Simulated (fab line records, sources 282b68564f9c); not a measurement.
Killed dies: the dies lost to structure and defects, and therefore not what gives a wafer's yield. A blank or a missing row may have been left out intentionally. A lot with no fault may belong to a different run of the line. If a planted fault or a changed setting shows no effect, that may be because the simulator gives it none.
Split-lot experiment	flow rit cmos	23 wafers read across 5 lots, on a route 202 steps long

ON THE SPLIT
At RIT_PSD_IMPLANT_08, the setting energy kev was moved away from the recipe's 27 on 10 of the 23 wafers read, by -1.7% to +3.4%. This setting was run at the recipe's value on the other wafers.

FROM THE SPLIT TO THE READING: what the file shows between them, 3 steps
- RIT_PSD_STRIP_09: strips in O2, time 180 s
- RIT_SDANNEAL_CLEAN_02: cleans in SC2, time 600 s
- RIT_SDANNEAL_RTA_03: time 5 s

THE READING
At RIT_SDANNEAL_RS_MEAS_04, a four-point-probe measurement gives PSD_RS in ohm/sq. Typical for fault-free wafers on this fab line: 115.95 ohm/sq, with standard deviation 0.28 ohm/sq.

wafer	tool, chamber at the split	energy kev as run	against the recipe	PSD_RS, ohm/sq	against lot-mates on the recipe
L074.1	implanter-04, 0	27	recipe	115.96	-
L074.2	implanter-04, 0	27	recipe	116.49	-
L074.3	implanter-04, 0	27	recipe	115.94	-
L074.4	implanter-04, 0	27.65	+2.4%	114.66	-1.47
L074.6	implanter-04, 0	27.65	+2.4%	114.67	-1.46
L075.1	implanter-03, 0	27.73	+2.7%	114.12	-1.83
L075.2	implanter-03, 0	27	recipe	116.10	-
L075.4	implanter-03, 0	27	recipe	115.84	-
L075.5	implanter-03, 0	27.73	+2.7%	114.46	-1.49
L075.6	implanter-03, 0	27	recipe	115.92	-
L078.1	implanter-04, 0	27	recipe	116.00	-
L078.3	implanter-04, 0	27	recipe	115.89	-
L078.4	implanter-04, 0	27	recipe	115.54	-
L080.1	implanter-03, 0	27.91	+3.4%	114.20	-1.81
L080.2	implanter-03, 0	27.91	+3.4%	114.13	-1.88
L080.3	implanter-03, 0	27.91	+3.4%	113.93	-2.08
L080.4	implanter-03, 0	27	recipe	116.06	-
L080.6	implanter-03, 0	27	recipe	115.96	-
L084.1	implanter-04, 0	27	recipe	115.92	-
L084.2	implanter-04, 0	26.53	-1.7%	116.34	+0.58
L084.3	implanter-04, 0	27	recipe	115.61	-
L084.4	implanter-04, 0	26.53	-1.7%	116.54	+0.78
L084.5	implanter-04, 0	26.53	-1.7%	116.68	+0.92

THE FIT
A straight line over all 23 wafers: PSD_RS changes by -0.513 ohm/sq for each +1% of energy kev; r = -0.97; the points scatter about the line by 0.23 ohm/sq.
The same after taking each lot's own level away (the mean of its wafers on the recipe; 23 wafers): -0.555 ohm/sq for each +1%; r = -0.98; scatter 0.18 ohm/sq.
The reading moves by 1.9 ohm/sq for the largest change in energy kev, on that fit.
Measured against the standard deviation above, the lots' own levels, which go from 115.765 to 116.130 ohm/sq, span 1.3 times it.
The two slopes agree, so the slope changes little with the lot-to-lot level.
Check: -1.96 ohm/sq against its lot-mates is what the line predicts for one of the wafers moved furthest among these (+3.4%) when that wafer is left out of the fit. Against them it came out at -1.81 ohm/sq.

OTHER SPLITS ON THESE WAFERS
These wafers also went through other splits before the reading. Each is held against what the fit with the lots' levels taken away leaves over:
other split on the same wafers	wafers away from the commonest value	r with PSD_RS (lot level and that fit taken away)
RIT_SPACER_ETCHBACK_05 time s	7	-0.01

THE FILE'S OWN FIT
PSD_RS changes by -0.576 ohm/sq for each +1% of energy kev, r = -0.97.
